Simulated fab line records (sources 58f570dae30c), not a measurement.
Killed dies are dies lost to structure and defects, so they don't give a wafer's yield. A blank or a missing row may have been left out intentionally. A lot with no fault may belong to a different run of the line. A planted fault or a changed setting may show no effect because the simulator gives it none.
The tool behind it: which one? || flow berkeley_cmos170 || 24 lots with 72 wafers sampled at 5 steps, on a route of 331 steps

## WHAT THE GAUGES READ, wafer by wafer
UCB170_NWELL_OVL_MEAS_12. Usual: NWELL_OVL typically reads -2 nm, with standard deviation 5.7.
{"lot": "L074", "measured": "day 2 18:32", "on": "overlay-01", "NWELL_OVL (nm)": "-9 -9 -9", "flag": ""}
{"lot": "L075", "measured": "day 2 18:49", "on": "overlay-02", "NWELL_OVL (nm)": "5 2 8", "flag": ""}
{"lot": "L076", "measured": "day 3 06:34", "on": "overlay-01", "NWELL_OVL (nm)": "-3 -2 -7", "flag": ""}
{"lot": "L077", "measured": "day 3 06:39", "on": "overlay-02", "NWELL_OVL (nm)": "3 6 2", "flag": ""}
{"lot": "L078", "measured": "day 3 08:26", "on": "overlay-01", "NWELL_OVL (nm)": "4 1 2", "flag": ""}
{"lot": "L079", "measured": "day 3 19:35", "on": "overlay-02", "NWELL_OVL (nm)": "-11 -10 -11", "flag": ""}
{"lot": "L080", "measured": "day 3 19:52", "on": "overlay-01", "NWELL_OVL (nm)": "-6 -10 -16", "flag": ""}
{"lot": "L081", "measured": "day 3 20:03", "on": "overlay-01", "NWELL_OVL (nm)": "-11 -5 -7", "flag": ""}
{"lot": "L082", "measured": "day 4 04:55", "on": "overlay-01", "NWELL_OVL (nm)": "3 2 -7", "flag": ""}
{"lot": "L083", "measured": "day 4 11:25", "on": "overlay-02", "NWELL_OVL (nm)": "11 1 5", "flag": ""}
{"lot": "L084", "measured": "day 4 13:05", "on": "overlay-01", "NWELL_OVL (nm)": "-1 -1 7", "flag": ""}
{"lot": "L086", "measured": "day 4 20:38", "on": "overlay-01", "NWELL_OVL (nm)": "0 -3 -3", "flag": ""}
{"lot": "L085", "measured": "day 4 20:44", "on": "overlay-02", "NWELL_OVL (nm)": "-6 -8 1", "flag": ""}
{"lot": "L087", "measured": "day 5 09:49", "on": "overlay-02", "NWELL_OVL (nm)": "-2 -5 -6", "flag": ""}
{"lot": "L089", "measured": "day 5 10:05", "on": "overlay-02", "NWELL_OVL (nm)": "4 -2 -2", "flag": ""}
{"lot": "L088", "measured": "day 5 10:22", "on": "overlay-02", "NWELL_OVL (nm)": "5 -3 0", "flag": ""}
{"lot": "L090", "measured": "day 6 03:15", "on": "overlay-02", "NWELL_OVL (nm)": "-1 -4 0", "flag": ""}
{"lot": "L093", "measured": "day 6 12:57", "on": "overlay-01", "NWELL_OVL (nm)": "0 -12 -5", "flag": ""}
{"lot": "L092", "measured": "day 6 13:23", "on": "overlay-02", "NWELL_OVL (nm)": "-7 1 -6", "flag": ""}
{"lot": "L094", "measured": "day 6 13:29", "on": "overlay-01", "NWELL_OVL (nm)": "-4 -6 -6", "flag": ""}
{"lot": "L091", "measured": "day 6 13:40", "on": "overlay-02", "NWELL_OVL (nm)": "-11 -4 -7", "flag": ""}
{"lot": "L095", "measured": "day 6 20:08", "on": "overlay-01", "NWELL_OVL (nm)": "4 6 2", "flag": ""}
{"lot": "L097", "measured": "day 7 04:16", "on": "overlay-01", "NWELL_OVL (nm)": "5 4 -7", "flag": ""}
{"lot": "L096", "measured": "day 7 05:18", "on": "overlay-01", "NWELL_OVL (nm)": "-5 -2 -12", "flag": ""}

UCB170_PWELL_TW_MEAS_17. Usual: PWELL_TW typically reads 375.6, with standard deviation 3.
{"lot": "L074", "measured": "day 3 11:43", "on": "film_metro-01", "PWELL_TW": "378.2 379.6 377.3", "flag": ""}
{"lot": "L075", "measured": "day 3 11:57", "on": "film_metro-02", "PWELL_TW": "373.6 373.9 372.1", "flag": ""}
{"lot": "L076", "measured": "day 4 03:26", "on": "film_metro-02", "PWELL_TW": "373.7 373.7 372.9", "flag": ""}
{"lot": "L077", "measured": "day 4 03:20", "on": "film_metro-01", "PWELL_TW": "379.1 378.4 379.2", "flag": ""}
{"lot": "L078", "measured": "day 4 03:36", "on": "film_metro-03", "PWELL_TW": "377.7 377.3 379.9", "flag": ""}
{"lot": "L079", "measured": "day 4 15:16", "on": "film_metro-02", "PWELL_TW": "373.7 372.0 372.1", "flag": ""}
{"lot": "L080", "measured": "day 4 15:36", "on": "film_metro-03", "PWELL_TW": "376.1 378.8 377.9", "flag": ""}
{"lot": "L081", "measured": "day 4 15:23", "on": "film_metro-03", "PWELL_TW": "378.7 376.6 377.4", "flag": ""}
{"lot": "L082", "measured": "day 5 02:00", "on": "film_metro-03", "PWELL_TW": "378.9 380.1 379.2", "flag": ""}
{"lot": "L083", "measured": "day 5 12:51", "on": "film_metro-03", "PWELL_TW": "378.7 378.4 376.3", "flag": ""}
{"lot": "L084", "measured": "day 5 13:07", "on": "film_metro-03", "PWELL_TW": "377.7 377.0 378.0", "flag": ""}
{"lot": "L086", "measured": "day 5 22:04", "on": "film_metro-03", "PWELL_TW": "378.1 377.7 378.6", "flag": ""}
{"lot": "L085", "measured": "day 5 21:50", "on": "film_metro-01", "PWELL_TW": "377.9 377.0 379.1", "flag": ""}
{"lot": "L087", "measured": "day 6 08:50", "on": "film_metro-01", "PWELL_TW": "378.1 377.7 379.4", "flag": ""}
{"lot": "L089", "measured": "day 6 08:56", "on": "film_metro-03", "PWELL_TW": "375.9 374.2 374.4", "flag": ""}
{"lot": "L088", "measured": "day 6 09:07", "on": "film_metro-02", "PWELL_TW": "371.9 371.4 371.5", "flag": ""}
{"lot": "L090", "measured": "day 6 19:59", "on": "film_metro-01", "PWELL_TW": "378.4 379.7 377.8", "flag": ""}
{"lot": "L093", "measured": "day 7 07:32", "on": "film_metro-02", "PWELL_TW": "370.1 372.7 370.7", "flag": ""}
{"lot": "L092", "measured": "day 7 19:42", "on": "film_metro-02", "PWELL_TW": "371.9 372.1 372.5", "flag": ""}
{"lot": "L094", "measured": "day 7 08:15", "on": "film_metro-02", "PWELL_TW": "372.2 369.4 372.2", "flag": ""}
{"lot": "L091", "measured": "day 7 07:45", "on": "film_metro-03", "PWELL_TW": "374.2 374.6 374.6", "flag": ""}
{"lot": "L095", "measured": "day 7 19:55", "on": "film_metro-02", "PWELL_TW": "372.3 370.0 371.7", "flag": ""}
{"lot": "L097", "measured": "day 8 03:16", "on": "film_metro-02", "PWELL_TW": "371.0 371.9 370.1", "flag": ""}
{"lot": "L096", "measured": "day 8 02:47", "on": "film_metro-01", "PWELL_TW": "378.4 377.8 377.7", "flag": ""}

UCB170_GATE_THK_MEAS_02. Usual: GATE_OXIDE_THK typically reads 6.59 nm, with standard deviation 0.11.
{"lot": "L074", "measured": "day 6 22:01", "on": "film_metro-01", "GATE_OXIDE_THK (nm)": "6.81 6.64 6.69", "flag": ""}
{"lot": "L075", "measured": "day 6 21:58", "on": "film_metro-01", "GATE_OXIDE_THK (nm)": "6.75 6.68 6.65", "flag": ""}
{"lot": "L076", "measured": "day 7 09:19", "on": "film_metro-04", "GATE_OXIDE_THK (nm)": "6.45 6.54 6.52", "flag": ""}
{"lot": "L077", "measured": "day 7 09:24", "on": "film_metro-04", "GATE_OXIDE_THK (nm)": "6.37 6.53 6.47", "flag": ""}
{"lot": "L078", "measured": "day 7 09:26", "on": "film_metro-04", "GATE_OXIDE_THK (nm)": "6.64 6.60 6.48", "flag": ""}
{"lot": "L079", "measured": "day 8 00:52", "on": "film_metro-04", "GATE_OXIDE_THK (nm)": "6.79 6.70 6.65", "flag": ""}
{"lot": "L080", "measured": "day 8 00:51", "on": "film_metro-03", "GATE_OXIDE_THK (nm)": "6.66 6.76 6.57", "flag": ""}
{"lot": "L081", "measured": "day 8 00:51", "on": "film_metro-01", "GATE_OXIDE_THK (nm)": "6.68 6.59 6.59", "flag": ""}
{"lot": "L082", "measured": "day 8 12:40", "on": "film_metro-04", "GATE_OXIDE_THK (nm)": "6.72 6.55 6.63", "flag": ""}
{"lot": "L083", "measured": "day 8 20:09", "on": "film_metro-03", "GATE_OXIDE_THK (nm)": "6.60 6.69 6.55", "flag": ""}
{"lot": "L084", "measured": "day 8 20:06", "on": "film_metro-04", "GATE_OXIDE_THK (nm)": "6.52 6.56 6.55", "flag": ""}
{"lot": "L086", "measured": "day 8 20:09", "on": "film_metro-04", "GATE_OXIDE_THK (nm)": "6.48 6.61 6.62", "flag": ""}
{"lot": "L085", "measured": "day 8 20:05", "on": "film_metro-03", "GATE_OXIDE_THK (nm)": "6.66 6.62 6.58", "flag": ""}
{"lot": "L087", "measured": "day 9 10:16", "on": "film_metro-03", "GATE_OXIDE_THK (nm)": "6.57 6.50 6.42", "flag": ""}
{"lot": "L089", "measured": "day 9 10:16", "on": "film_metro-04", "GATE_OXIDE_THK (nm)": "6.60 6.52 6.40", "flag": ""}
{"lot": "L088", "measured": "day 9 10:17", "on": "film_metro-01", "GATE_OXIDE_THK (nm)": "6.57 6.58 6.47", "flag": ""}
{"lot": "L090", "measured": "day 10 03:05", "on": "film_metro-04", "GATE_OXIDE_THK (nm)": "6.56 6.60 6.61", "flag": ""}
{"lot": "L093", "measured": "day 10 17:37", "on": "film_metro-01", "GATE_OXIDE_THK (nm)": "6.60 6.68 6.64", "flag": ""}
{"lot": "L092", "measured": "day 11 04:32", "on": "film_metro-01", "GATE_OXIDE_THK (nm)": "6.24 6.36 6.42", "flag": ""}
{"lot": "L094", "measured": "day 10 17:36", "on": "film_metro-04", "GATE_OXIDE_THK (nm)": "6.49 6.57 6.55", "flag": ""}
{"lot": "L091", "measured": "day 10 17:37", "on": "film_metro-03", "GATE_OXIDE_THK (nm)": "6.51 6.68 6.55", "flag": ""}
{"lot": "L095", "measured": "day 11 04:28", "on": "film_metro-01", "GATE_OXIDE_THK (nm)": "6.64 6.55 6.60", "flag": ""}
{"lot": "L097", "measured": "day 11 04:32", "on": "film_metro-03", "GATE_OXIDE_THK (nm)": "6.42 6.64 6.58", "flag": ""}
{"lot": "L096", "measured": "day 11 04:29", "on": "film_metro-04", "GATE_OXIDE_THK (nm)": "6.53 6.68 6.62", "flag": ""}

UCB170_PLDD_OVL_MEAS_07. Usual: PLDD_OVL typically reads 3 nm, with standard deviation 5.4.
{"lot": "L074", "measured": "day 7 08:23", "on": "overlay-02", "PLDD_OVL (nm)": "-2 1 1", "flag": ""}
{"lot": "L075", "measured": "day 7 08:08", "on": "overlay-02", "PLDD_OVL (nm)": "2 1 -6", "flag": ""}
{"lot": "L076", "measured": "day 7 20:13", "on": "overlay-02", "PLDD_OVL (nm)": "4 0 8", "flag": ""}
{"lot": "L077", "measured": "day 7 21:00", "on": "overlay-01", "PLDD_OVL (nm)": "2 0 -2", "flag": ""}
{"lot": "L078", "measured": "day 7 20:39", "on": "overlay-01", "PLDD_OVL (nm)": "11 1 2", "flag": ""}
{"lot": "L079", "measured": "day 8 13:20", "on": "overlay-01", "PLDD_OVL (nm)": "10 4 12", "flag": ""}
{"lot": "L080", "measured": "day 8 13:04", "on": "overlay-02", "PLDD_OVL (nm)": "0 1 0", "flag": ""}
{"lot": "L081", "measured": "day 8 12:43", "on": "overlay-02", "PLDD_OVL (nm)": "-6 2 -5", "flag": ""}
{"lot": "L082", "measured": "day 8 23:28", "on": "overlay-02", "PLDD_OVL (nm)": "-4 -5 -7", "flag": ""}
{"lot": "L083", "measured": "day 9 09:04", "on": "overlay-01", "PLDD_OVL (nm)": "0 13 1", "flag": ""}
{"lot": "L084", "measured": "day 9 08:35", "on": "overlay-01", "PLDD_OVL (nm)": "-1 9 12", "flag": ""}
{"lot": "L086", "measured": "day 9 09:11", "on": "overlay-01", "PLDD_OVL (nm)": "0 -2 10", "flag": ""}
{"lot": "L085", "measured": "day 9 08:22", "on": "overlay-02", "PLDD_OVL (nm)": "7 -2 8", "flag": ""}
{"lot": "L087", "measured": "day 9 21:15", "on": "overlay-01", "PLDD_OVL (nm)": "13 12 -6", "flag": ""}
{"lot": "L089", "measured": "day 9 21:31", "on": "overlay-01", "PLDD_OVL (nm)": "5 11 -6", "flag": ""}
{"lot": "L088", "measured": "day 9 21:46", "on": "overlay-01", "PLDD_OVL (nm)": "3 -1 2", "flag": ""}
{"lot": "L090", "measured": "day 10 15:05", "on": "overlay-02", "PLDD_OVL (nm)": "7 5 0", "flag": ""}
{"lot": "L093", "measured": "day 11 03:44", "on": "overlay-01", "PLDD_OVL (nm)": "9 2 4", "flag": ""}
{"lot": "L092", "measured": "day 11 14:27", "on": "overlay-01", "PLDD_OVL (nm)": "-2 1 2", "flag": ""}
{"lot": "L094", "measured": "day 11 04:00", "on": "overlay-02", "PLDD_OVL (nm)": "10 11 11", "flag": ""}
{"lot": "L091", "measured": "day 11 03:09", "on": "overlay-01", "PLDD_OVL (nm)": "2 -2 0", "flag": ""}
{"lot": "L095", "measured": "day 11 14:10", "on": "overlay-01", "PLDD_OVL (nm)": "9 8 8", "flag": ""}
{"lot": "L097", "measured": "day 11 14:35", "on": "overlay-02", "PLDD_OVL (nm)": "5 10 8", "flag": ""}
{"lot": "L096", "measured": "day 11 14:19", "on": "overlay-01", "PLDD_OVL (nm)": "14 11 5", "flag": ""}

## WHICH TOOL RAN EACH LOT (tool, then ch and the chambers of the sampled wafers, then the start)
{"lot": "L074", "UCB170_PWELL_ETCH_14": "rie_diel-04 ch 0,1,2, day 3 11:22"}
{"lot": "L075", "UCB170_PWELL_ETCH_14": "rie_diel-02 ch 0,2,3, day 3 11:36"}
{"lot": "L076", "UCB170_PWELL_ETCH_14": "rie_diel-02 ch 1,2,3, day 4 03:05"}
{"lot": "L077", "UCB170_PWELL_ETCH_14": "rie_diel-04 ch 0,2,3, day 4 02:58"}
{"lot": "L078", "UCB170_PWELL_ETCH_14": "rie_diel-01 ch 0,1,3, day 4 03:14"}
{"lot": "L079", "UCB170_PWELL_ETCH_14": "rie_diel-02 ch 0,2,3, day 4 14:54"}
{"lot": "L080", "UCB170_PWELL_ETCH_14": "rie_diel-01 ch 1,2, day 4 15:15"}
{"lot": "L081", "UCB170_PWELL_ETCH_14": "rie_diel-04 ch 0,1,3, day 4 15:02"}
{"lot": "L082", "UCB170_PWELL_ETCH_14": "rie_diel-01 ch 0,1,3, day 5 01:38"}
{"lot": "L083", "UCB170_PWELL_ETCH_14": "rie_diel-04 ch 0,2,3, day 5 12:29"}
{"lot": "L084", "UCB170_PWELL_ETCH_14": "rie_diel-01 ch 0,3, day 5 12:44"}
{"lot": "L086", "UCB170_PWELL_ETCH_14": "rie_diel-01 ch 0,1,2, day 5 21:42"}
{"lot": "L085", "UCB170_PWELL_ETCH_14": "rie_diel-04 ch 0,1,2, day 5 21:28"}
{"lot": "L087", "UCB170_PWELL_ETCH_14": "rie_diel-02 ch 1,3, day 6 08:28"}
{"lot": "L089", "UCB170_PWELL_ETCH_14": "rie_diel-04 ch 0,1,2, day 6 08:35"}
{"lot": "L088", "UCB170_PWELL_ETCH_14": "rie_diel-01 ch 1,3, day 6 08:44"}
{"lot": "L090", "UCB170_PWELL_ETCH_14": "rie_diel-04 ch 1,2, day 6 19:38"}
{"lot": "L093", "UCB170_PWELL_ETCH_14": "rie_diel-02 ch 1,2,3, day 7 07:11"}
{"lot": "L092", "UCB170_PWELL_ETCH_14": "rie_diel-02 ch 1,2,3, day 7 19:21"}
{"lot": "L094", "UCB170_PWELL_ETCH_14": "rie_diel-04 ch 0,3, day 7 07:54"}
{"lot": "L091", "UCB170_PWELL_ETCH_14": "rie_diel-01 ch 0,1,2, day 7 07:23"}
{"lot": "L095", "UCB170_PWELL_ETCH_14": "rie_diel-01 ch 0,1,2, day 7 19:34"}
{"lot": "L097", "UCB170_PWELL_ETCH_14": "rie_diel-04 ch 1,2, day 8 02:54"}
{"lot": "L096", "UCB170_PWELL_ETCH_14": "rie_diel-01 ch 0,1, day 8 02:25"}
- UCB170_PWELL_ETCH_14: etches Si3N4 in CH3F/Ar/O2, stops on SiO2, target depth 242 nm, time 151 s.

## AS READ BY THE TOOLS THEMSELVES (means over the sampled wafers that have a number; for cases with no such wafer, the mark the record gives instead)
UCB170_PWELL_ETCH_14. Usual: O2_flow_sccm 7.004 sccm, standard deviation 0.021; drypump_motor_current_A 5.5 A, standard deviation 0.42; oes_product_au 0.937 a.u., standard deviation 0.013; throttle_valve_pct 8.04 %, standard deviation 0.14.
{"lot": "L074", "tool": "rie_diel-04", "O2_flow_sccm (sccm)": 6.988, "drypump_motor_current_A (A)": 5.1, "oes_product_au (a.u.)": 0.926, "throttle_valve_pct (%)": 8.04, "flag": ""}
{"lot": "L075", "tool": "rie_diel-02", "O2_flow_sccm (sccm)": 6.987, "drypump_motor_current_A (A)": 5.6, "oes_product_au (a.u.)": 0.938, "throttle_valve_pct (%)": 8.03, "flag": ""}
{"lot": "L076", "tool": "rie_diel-02", "O2_flow_sccm (sccm)": 6.979, "drypump_motor_current_A (A)": 5.7, "oes_product_au (a.u.)": 0.930, "throttle_valve_pct (%)": 8.00, "flag": ""}
{"lot": "L077", "tool": "rie_diel-04", "O2_flow_sccm (sccm)": 6.994, "drypump_motor_current_A (A)": 5.3, "oes_product_au (a.u.)": 0.932, "throttle_valve_pct (%)": 8.15, "flag": ""}
{"lot": "L078", "tool": "rie_diel-01", "O2_flow_sccm (sccm)": 7.022, "drypump_motor_current_A (A)": 5.9, "oes_product_au (a.u.)": 0.946, "throttle_valve_pct (%)": 7.96, "flag": ""}
{"lot": "L079", "tool": "rie_diel-02", "O2_flow_sccm (sccm)": 6.985, "drypump_motor_current_A (A)": 5.6, "oes_product_au (a.u.)": 0.944, "throttle_valve_pct (%)": 8.02, "flag": ""}
{"lot": "L080", "tool": "rie_diel-01", "O2_flow_sccm (sccm)": 7.011, "drypump_motor_current_A (A)": 5.3, "oes_product_au (a.u.)": 0.944, "throttle_valve_pct (%)": 8.15, "flag": ""}
{"lot": "L081", "tool": "rie_diel-04", "O2_flow_sccm (sccm)": 6.999, "drypump_motor_current_A (A)": 5.2, "oes_product_au (a.u.)": 0.932, "throttle_valve_pct (%)": 8.02, "flag": ""}
{"lot": "L082", "tool": "rie_diel-01", "O2_flow_sccm (sccm)": 7.023, "drypump_motor_current_A (A)": 5.9, "oes_product_au (a.u.)": 0.943, "throttle_valve_pct (%)": 7.97, "flag": ""}
{"lot": "L083", "tool": "rie_diel-04", "O2_flow_sccm (sccm)": 7.009, "drypump_motor_current_A (A)": 5.3, "oes_product_au (a.u.)": 0.924, "throttle_valve_pct (%)": 8.15, "flag": ""}
{"lot": "L084", "tool": "rie_diel-01", "O2_flow_sccm (sccm)": 6.995, "drypump_motor_current_A (A)": 6.2, "oes_product_au (a.u.)": 0.954, "throttle_valve_pct (%)": 8.04, "flag": ""}
{"lot": "L086", "tool": "rie_diel-01", "O2_flow_sccm (sccm)": 6.988, "drypump_motor_current_A (A)": 5.6, "oes_product_au (a.u.)": 0.950, "throttle_valve_pct (%)": 8.01, "flag": ""}
{"lot": "L085", "tool": "rie_diel-04", "O2_flow_sccm (sccm)": 6.994, "drypump_motor_current_A (A)": 5.1, "oes_product_au (a.u.)": 0.923, "throttle_valve_pct (%)": 8.04, "flag": ""}
{"lot": "L087", "tool": "rie_diel-02", "O2_flow_sccm (sccm)": 7.027, "drypump_motor_current_A (A)": 5.9, "oes_product_au (a.u.)": 0.933, "throttle_valve_pct (%)": 7.98, "flag": ""}
{"lot": "L089", "tool": "rie_diel-04", "O2_flow_sccm (sccm)": 6.995, "drypump_motor_current_A (A)": 5.1, "oes_product_au (a.u.)": 0.920, "throttle_valve_pct (%)": 8.05, "flag": ""}
{"lot": "L088", "tool": "rie_diel-01", "O2_flow_sccm (sccm)": 7.022, "drypump_motor_current_A (A)": 5.5, "oes_product_au (a.u.)": 0.946, "throttle_valve_pct (%)": 7.95, "flag": ""}
{"lot": "L090", "tool": "rie_diel-04", "O2_flow_sccm (sccm)": 7.008, "drypump_motor_current_A (A)": 5.1, "oes_product_au (a.u.)": 0.921, "throttle_valve_pct (%)": 8.08, "flag": ""}
{"lot": "L093", "tool": "rie_diel-02", "O2_flow_sccm (sccm)": 7.008, "drypump_motor_current_A (A)": 5.6, "oes_product_au (a.u.)": 0.930, "throttle_valve_pct (%)": 8.00, "flag": ""}
{"lot": "L092", "tool": "rie_diel-02", "O2_flow_sccm (sccm)": 7.006, "drypump_motor_current_A (A)": 5.7, "oes_product_au (a.u.)": 0.937, "throttle_valve_pct (%)": 8.00, "flag": ""}
{"lot": "L094", "tool": "rie_diel-04", "O2_flow_sccm (sccm)": 7.007, "drypump_motor_current_A (A)": 5.4, "oes_product_au (a.u.)": 0.944, "throttle_valve_pct (%)": 8.12, "flag": ""}
{"lot": "L091", "tool": "rie_diel-01", "O2_flow_sccm (sccm)": 7.022, "drypump_motor_current_A (A)": 5.6, "oes_product_au (a.u.)": 0.934, "throttle_valve_pct (%)": 8.02, "flag": ""}
{"lot": "L095", "tool": "rie_diel-01", "O2_flow_sccm (sccm)": 7.032, "drypump_motor_current_A (A)": 5.6, "oes_product_au (a.u.)": 0.943, "throttle_valve_pct (%)": 8.02, "flag": ""}
{"lot": "L097", "tool": "rie_diel-04", "O2_flow_sccm (sccm)": 7.002, "drypump_motor_current_A (A)": 5.1, "oes_product_au (a.u.)": 0.914, "throttle_valve_pct (%)": 8.08, "flag": ""}
{"lot": "L096", "tool": "rie_diel-01", "O2_flow_sccm (sccm)": 6.998, "drypump_motor_current_A (A)": 5.5, "oes_product_au (a.u.)": 0.944, "throttle_valve_pct (%)": 7.90, "flag": ""}

## THE ANSWER, worked out from the rows above alone
Rule: take the mean of a lot's wafers that have a number; if it is more than 3 standard deviations from the usual mean, the lot is off. Also off: a lot with no number at a reading for which 4 or more lots have one. The other lots that the step has rows for count as sound. After the gauges, taken in route order, come the tools' own readings; for these a lot's mean is taken, as printed above. At the first step where some lot is off, the reading lying furthest off is the one used; lots without a number count as furthest.
None of the lots is off at any reading shown; this tells nothing.

## WHAT THE SIMULATOR PUT IN
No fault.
